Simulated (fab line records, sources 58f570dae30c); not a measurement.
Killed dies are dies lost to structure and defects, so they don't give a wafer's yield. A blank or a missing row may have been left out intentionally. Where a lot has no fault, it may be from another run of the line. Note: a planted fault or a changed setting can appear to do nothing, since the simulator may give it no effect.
fab line records | flow berkeley_cmos170
[record] lots = 14 wafers = 42 last_day = 12
route steps=331 shown ZERO@12 PWELL@40 ACTIVE@75 SPACER@172
lots with no fault: from the same line, run without faults
start_h: the number of hours between the record's first day and the start of the first shown wafer of the lot | wait_h: hours from the lot's prior step to this one | " identical to the entry in the row above | L1.1+2: a row that stands for several wafers | - either no value or no given start | * or withheld: withheld | < > ~ a bound
route shown NAME@n: names a module that has steps shown in the file, with the first one's number in the route | usual: average and standard deviation across the fault-free wafers | same: alike in all rows | chamber/n: place in a boat | sites: each site's reading | _std_site: their standard deviation | _edge_site: outer sites' mean less inner sites' | radius_mm: for every site, how far away it sits from the centre of the wafer | mask NAME#n: copy n | behind: the tool/chamber that last shaped the wafer | hold: why the lot went on hold/how many hours it stayed there/how the hold came to an end | device: transistor that didn't switch, given as n, p or np | end of line: the route-end tests of the same wafers | a step without rows: its recipe alone | killed: at the first sort, the dies lost to defects and structure; wafer yield is something else | map: a wafer's dies, x killed, . not, _ none there
set.NAME: setting as actually run; set.NAME@STEP: the setting as run at that earlier step | model.NAME: the simulator's own value behind a step, which no gauge read
a sample of lots followed through the steps of the route, with each step as a table and each wafer as a row
services: from which hour (start_h, from the record's first day; less than 0 if before it) a tool's chamber was out of use, for how many hours, and why
[[steps]]
[step UCB170_ZERO_ETCH_06]
[recipe] chemistry = CHF3/CF4/Ar target = SiO2 time_s = 12 pressure_mtorr = 100 rf_w = 500 CHF3_flow_sccm = 50 cf4_flow_sccm = 10 Ar_flow_sccm = 120 over_etch_frac = 1.58
[usual] drypump_motor_current_A = 5.7/0.49 oes_product_au = 0.620/0.0084 throttle_valve_pct = 9.24/0.11
// columns lot.wafer tool chamber start_h wait_h drypump_motor_current_A oes_product_au rf_hours_counter_h throttle_valve_pct
L722.3 rie_diel-02 2 22.99 - 5.0 0.615 60 9.34
L722.4 " 3 " " 6.4 0.612 171 9.43
L722.6 " 1 " " 5.6 0.620 - 9.35
L723.2 rie_diel-04 1 27.28 - 5.8 0.612 15 9.23
L723.4 " 2 " " 5.2 0.627 19 9.16
L723.6 " 3 " " 5.3 0.628 - 9.26
L724.2 rie_diel-04 2 34.20 - 5.2 0.622 19 9.16
L724.3 " 3 " " 5.2 0.627 139 9.28
L724.4 " 1 " " 5.8 0.615 15 9.23
L725.2 rie_diel-04 1 38.13 - 5.8 0.606 15 9.24
L725.4 " 3 " " 5.3 0.631 139 9.26
L725.5 " 2 " " 5.2 0.623 - 9.15
L728.1 rie_diel-02 0 53.68 - 5.9 0.623 59 9.23
L728.2 " 2 " " 5.0 0.614 61 9.34
L728.6 " 1 " " 5.6 0.628 - 9.35
L729.2 rie_diel-02 0 57.53 - 5.9 0.628 60 9.25
L729.4 " 0 " " 5.9 0.631 - 9.23
L729.6 " 2 " " 5.0 0.617 - 9.35
L731.2 rie_diel-02 3 67.75 - 6.4 0.615 0 9.42
L731.4 " 2 " " 5.0 0.632 62 9.34
L731.5 " 1 " " 5.6 0.623 - 9.37
L733.3 rie_diel-03 3 77.53 - 6.3 0.614 19 9.31
L733.4 " 2 " " 6.0 0.612 92 9.16
L733.5 " 1 " " 4.9 0.608 - 9.30
L734.1 rie_diel-04 1 80.28 - 5.8 0.996 17 9.26
L734.2 " 3 " " 5.2 1.041 141 9.30
L734.3 " 2 " " 5.2 1.020 21 9.17
L735.2 rie_diel-04 2 88.83 - 5.2 1.025 22 9.18
L735.3 " 0 " " 6.4 1.010 158 9.18
L735.5 " 2 " " 5.2 1.023 - 9.16
L736.1 rie_diel-03 0 95.08 - 5.5 0.616 91 8.91
L736.2 " 2 " " 6.0 0.617 92 9.18
L736.5 " 2 " " 6.0 0.615 - 9.16
L741.1 rie_diel-02 0 118.23 - 5.9 0.622 62 9.24
L741.2 " 1 " " 5.6 0.624 73 9.37
L741.5 " 1 " " 5.6 0.624 - 9.37
L743.1 rie_diel-03 1 132.96 - 4.9 0.596 124 9.29
L743.3 " 2 " " 6.0 0.612 94 9.17
L743.5 " 2 " " 6.0 0.621 - 9.16
L744.3 rie_diel-02 1 136.48 - 5.6 0.621 73 9.37
L744.4 " 0 " " 5.9 0.631 63 9.24
L744.6 " 1 " " 5.6 0.628 - 9.35
[step UCB170_ZERO_STRIP_07]
[recipe] chemistry = O2 power_w = 400 pressure_mtorr = 3500 platen_temp_c = withheld o2_flow_sccm = 400 overash_fraction = 0.5
[usual] drypump_motor_current_A = 5.6/0.39 oes_product_au = 0.726/0.0042 strip_time_to_endpoint_s = 21.48/0.065
// columns lot.wafer tool chamber start_h wait_h drypump_motor_current_A oes_product_au rf_hours_counter_h strip_time_to_endpoint_s
L722.3 plasma_asher-01 1 23.05 0.0 5.6 0.728 - 21.33
L722.4 " 0 " " 5.8 0.732 - 21.40
L722.6 " 0 " " 5.8 0.718 - 21.42
L723.2 plasma_asher-01 1 27.31 0.0 5.6 0.716 31 21.58
L723.4 " 1 " " 5.6 0.729 - 21.50
L723.6 " 1 " " 5.6 0.732 - 21.51
L724.2 plasma_asher-02 1 34.22 0.0 4.6 0.725 35 21.38
L724.3 " 1 " " 4.6 0.727 - 21.46
L724.4 " 0 " " 5.9 0.723 - 21.43
L725.2 plasma_asher-03 1 38.16 0.0 5.6 0.720 30 21.42
L725.4 " 1 " " 5.7 0.727 - 21.49
L725.5 " 0 " " 5.7 0.729 - 21.48
L728.1 plasma_asher-03 0 53.70 0.0 5.7 0.732 32 21.57
L728.2 " 1 " " 5.6 0.726 32 21.49
L728.6 " 1 " " 5.7 0.719 - 21.56
L729.2 plasma_asher-02 0 57.55 0.0 5.9 0.724 38 21.44
L729.4 " 0 " " 5.9 0.716 - 21.48
L729.6 " 0 " " 5.9 0.727 - 21.48
L731.2 plasma_asher-01 1 67.78 0.0 5.6 0.726 36 21.50
L731.4 " 1 " " 5.6 0.730 - 21.47
L731.5 " 0 " " 5.9 0.725 - 21.50
L733.3 plasma_asher-01 1 77.59 0.0 5.6 0.728 - 21.46
L733.4 " 0 " " 5.9 0.727 - 21.52
L733.5 " 0 " " 5.8 0.725 - 21.43
L734.1 plasma_asher-01 1 80.31 0.0 5.6 0.724 37 21.91
L734.2 " 0 " " 5.9 0.730 37 21.83
L734.3 " 1 " " 5.6 0.725 - 21.82
L735.2 plasma_asher-03 1 88.86 0.0 5.6 0.722 37 21.81
L735.3 " 1 " " 5.6 0.721 - 21.71
L735.5 " 1 " " 5.6 0.729 - 21.78
L736.1 plasma_asher-03 0 95.11 0.0 5.7 0.729 37 21.42
L736.2 " 1 " " 5.7 0.727 37 21.46
L736.5 " 1 " " 5.6 0.725 - 21.40
L741.1 plasma_asher-01 0 118.25 0.0 5.9 0.733 42 21.60
L741.2 " 1 " " 5.6 0.730 42 21.58
L741.5 " 1 " " 5.6 0.735 - 21.56
L743.1 plasma_asher-02 1 132.98 0.0 4.6 0.725 2 21.46
L743.3 " 1 " " 4.6 0.727 - 21.41
L743.5 " 1 " " 4.6 0.726 - 21.48
L744.3 plasma_asher-02 1 136.53 0.0 4.6 0.725 - 21.43
L744.4 " 0 " " 5.9 0.720 - 21.43
L744.6 " 0 " " 5.9 0.733 - 21.42
[step UCB170_PWELL_THK_MEAS_06]
[recipe] reads = Si3N4_of_PWELL_CVD_05
[usual] PWELL_NITRIDE_THK = 220.6/2.5
// columns lot.wafer tool chamber start_h wait_h PWELL_NITRIDE_THK[nm]
L722.3 film_metro-04 - 51.35 0.1 221.4
L722.4 " - " " 224.5
L722.6 " - " " 224.1
L723.2 film_metro-02 - 53.43 0.0 216.7
L723.4 " - " " 219.1
L723.6 " - " " 217.0
L724.2 film_metro-02 - 57.65 0.0 219.2
L724.3 " - " " 218.1
L724.4 " - " " 218.1
L725.2 film_metro-02 - 65.80 0.0 219.7
L725.4 " - " " 219.0
L725.5 " - " " 219.0
L728.1 film_metro-01 - 88.05 0.0 222.7
L728.2 " - " " 221.4
L728.6 " - " " 221.3
L729.2 film_metro-04 - 88.06 0.0 218.4
L729.4 " - " " 218.2
L729.6 " - " " 218.1
L731.2 film_metro-02 - 92.31 0.0 222.2
L731.4 " - " " 219.0
L731.5 " - " " 221.1
L733.3 film_metro-01 - 100.32 0.0 223.3
L733.4 " - " " 221.0
L733.5 " - " " 220.7
L734.2 film_metro-01 - 108.40 0.0 219.0
L736.1 film_metro-02 - 116.05 0.0 221.3
L736.2 " - " " 219.3
L736.5 " - " " 219.3
L741.1 film_metro-04 - 143.38 0.0 223.1
L741.2 " - " " 224.8
L741.5 " - " " 222.3
L743.1 film_metro-04 - 160.30 0.0 222.6
L743.3 " - " " 222.2
L743.5 " - " " 221.8
L744.3 film_metro-01 - 166.33 0.0 218.3
L744.4 " - " " 218.2
L744.6 " - " " 218.1
[step UCB170_ACTIVE_ETCH_15]
[recipe] chemistry = CH3F/Ar/O2 target = Si3N4 stop_on = SiO2 CH3F_flow_sccm = 20 Ar_flow_sccm = 50 O2_flow_sccm = 7 pressure_mtorr = 50 rf_w = 450 target_depth_a = 2420 over_etch_frac = 0.1 time_s = 151
[usual] drypump_motor_current_A = 5.7/0.5 oes_product_au = 0.947/0.011 throttle_valve_pct = 8.03/0.14
// columns lot.wafer tool chamber start_h wait_h drypump_motor_current_A oes_product_au rf_hours_counter_h throttle_valve_pct
L722.3 rie_diel-01 3 79.78 0.0 6.1 0.955 53 7.78
L722.4 " 1 " " 5.9 0.938 116 7.82
L722.6 " 2 " " 5.3 0.949 - 8.04
L723.2 rie_diel-02 0 80.33 0.0 5.9 0.951 61 8.05
L723.4 " 3 " " 6.4 0.942 1 8.19
L723.6 " 2 " " 5.0 0.949 - 8.13
L724.2 rie_diel-02 1 84.22 0.0 5.6 0.959 72 8.15
L724.3 " 0 " " 5.9 0.945 61 8.06
L724.4 " 2 " " 5.0 0.944 62 8.13
L725.2 rie_diel-02 3 86.94 0.0 6.4 0.948 1 8.19
L725.4 " 0 " " 5.9 0.955 61 8.05
L725.5 " 3 " " 6.4 0.933 - 8.16
L729.2 rie_diel-02 2 114.56 0.0 5.0 0.940 64 8.13
L729.4 " 3 " " 6.4 0.941 2 8.19
L729.6 " 1 " " 5.6 0.948 - 8.14
L728.1 rie_diel-03 1 114.65 0.0 5.0 0.914 123 8.11
L728.2 " 3 " " 6.3 0.955 21 8.11
L728.6 " 3 " " 6.3 0.940 - 8.11
L731.2 rie_diel-03 3 120.20 0.0 6.3 0.960 21 8.10
L731.4 " 0 " " 5.5 0.957 92 7.72
L731.5 " 1 " " 4.9 0.926 - 8.09
L733.3 rie_diel-03 2 123.65 0.0 6.0 0.939 94 7.99
L733.4 " 1 " " 4.9 0.919 123 8.10
L733.5 " 1 " " 4.9 0.920 - 8.09
L734.2 rie_diel-03 0 136.08 0.0 5.5 0.956 93 7.75
L736.1 rie_diel-03 3 148.01 0.0 6.3 0.958 23 8.10
L736.2 " 2 " " 6.0 0.944 95 7.99
L736.5 " 3 " " 6.3 0.961 - 8.11
L741.1 rie_diel-01 0 173.77 0.0 4.9 0.953 7 8.14
L741.2 " 2 " " 5.3 0.985 1 8.01
L741.5 " 0 " " 4.9 0.946 - 8.14
L743.1 rie_diel-01 3 193.85 0.0 6.1 0.945 59 7.80
L743.3 " 1 " " 5.9 0.942 121 7.82
L743.5 " 2 " " 5.3 0.969 - 8.03
L744.3 rie_diel-01 0 196.39 0.0 4.9 0.951 8 8.15
L744.4 " 3 " " 6.1 0.946 59 7.79
L744.6 " 1 " " 5.9 0.946 - 7.83
[step UCB170_SPACER_THK_MEAS_01]
[recipe] reads = SiO2_of_SPACER_CVD_00
[usual] SPACER_TEOS_THK = 377/4.9
// columns lot.wafer tool chamber start_h wait_h SPACER_TEOS_THK[nm]
L723.2 film_metro-04 - 125.88 0.0 370
L723.4 " - " " 377
L723.6 " - " " 383
L722.3 film_metro-04 - 126.62 0.0 378
L722.4 " - " " 380
L722.6 " - " " 384
L725.2 film_metro-04 - 136.75 0.0 377
L725.4 " - " " 384
L725.5 " - " " 385
L724.2 film_metro-03 - 137.07 0.0 377
L724.3 " - " " 380
L724.4 " - " " 382
L728.1 film_metro-04 - 163.22 0.0 376
L728.2 " - " " 378
L728.6 " - " " 383
L729.2 film_metro-04 - 163.65 0.0 375
L729.4 " - " " 383
L729.6 " - " " 385
L733.3 film_metro-04 - 173.45 0.0 379
L733.4 " - " " 388
L733.5 " - " " 384
L731.2 film_metro-03 - 173.87 0.0 376
L731.4 " - " " 380
L731.5 " - " " 379
L734.2 film_metro-04 - 187.81 0.1 372
L736.1 film_metro-04 - 194.28 0.0 375
L736.2 " - " " 379
L736.5 " - " " 382
L741.1 film_metro-04 - 220.39 0.0 377
L741.2 " - " " 371
L741.5 " - " " 378
L743.1 film_metro-04 - 250.17 0.0 372
L743.3 " - " " 373
L743.5 " - " " 378
L744.3 film_metro-01 - 250.46 0.0 376
L744.4 " - " " 377
L744.6 " - " " 380
[[services]]
// columns tool chamber start_h hours kind
rie_diel-01 1 0.81 7.5 repair
rie_diel-02 1 1.33 7.5 repair
rie_diel-01 0 7.14 6.7 repair
rie_diel-01 0 13.91 - clean
rie_diel-01 0 13.91 15.4 scheduled_down
rie_diel-01 0 13.91 15.4 vent_cycle
rie_diel-02 3 40.49 - clean
rie_diel-02 3 40.49 19.8 scheduled_down
rie_diel-02 3 40.49 19.8 vent_cycle
rie_diel-03 - 43.73 1.2 repair
plasma_asher-01 - 51.16 3.8 repair
rie_diel-04 1 61.26 8.2 repair
rie_diel-04 2 80.72 2.4 repair
rie_diel-02 1 89.43 1.9 repair
rie_diel-02 - 97.15 1.5 repair
plasma_asher-02 - 108.75 9.0 pm
rie_diel-04 2 123.43 25.7 repair
rie_diel-02 - 128.74 2.7 repair
rie_diel-03 - 133.05 2.8 pm
plasma_asher-03 - 135.26 1.9 repair
rie_diel-04 0 149.11 - clean
rie_diel-04 0 149.11 21.8 scheduled_down
rie_diel-04 0 149.11 21.8 vent_cycle
rie_diel-02 0 153.53 7.5 repair
[[key]]
[first_sign] step = UCB170_ZERO_ETCH_06 reading = oes_product_au direction = up sigmas = 47 usual = 0.620 struck = 1.019
[effect] step = UCB170_ZERO_STRIP_07 reading = strip_time_to_endpoint_s direction = up sigmas = 5.1 usual = * struck = *
met_at UCB170_ZERO_ETCH_06
struck_lots L734,L735
later_rows_left_out L734.1,L734.3,L735.2,L735.3,L735.5
sort_left_out L734.1,L734.2,L734.3,L735.2,L735.3,L735.5
tester_left_out L734,L735
not_acting_at UCB170_PWELL_THK_MEAS_06,UCB170_ACTIVE_ETCH_15,UCB170_SPACER_THK_MEAS_01
onset_between 38.13 80.28
[fault] kind = process_parameter_drift tool = rie_diel-04 chamber = - onset_h = 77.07 steps = UCB170_ZERO_ETCH_06 channel = time_s offset = * shape = step end_h = 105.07 acts_in = * stated = *
// tester_left_out: of these lots the tester's yield and bins aren't shown, on N5 and GAA mostly nor the transistor test; their killed dies are dies lost to structure and defects alone, not to doping, threshold or leakage, so they don't give the yield
// sort_left_out: the simulated sort isn't trusted on such a fault, so these wafers' sort isn't shown, and their yield isn't known
// later_rows_left_out: the simulator's readings of these wafers behind a module that went badly wrong aren't trusted and aren't shown, but for the sort
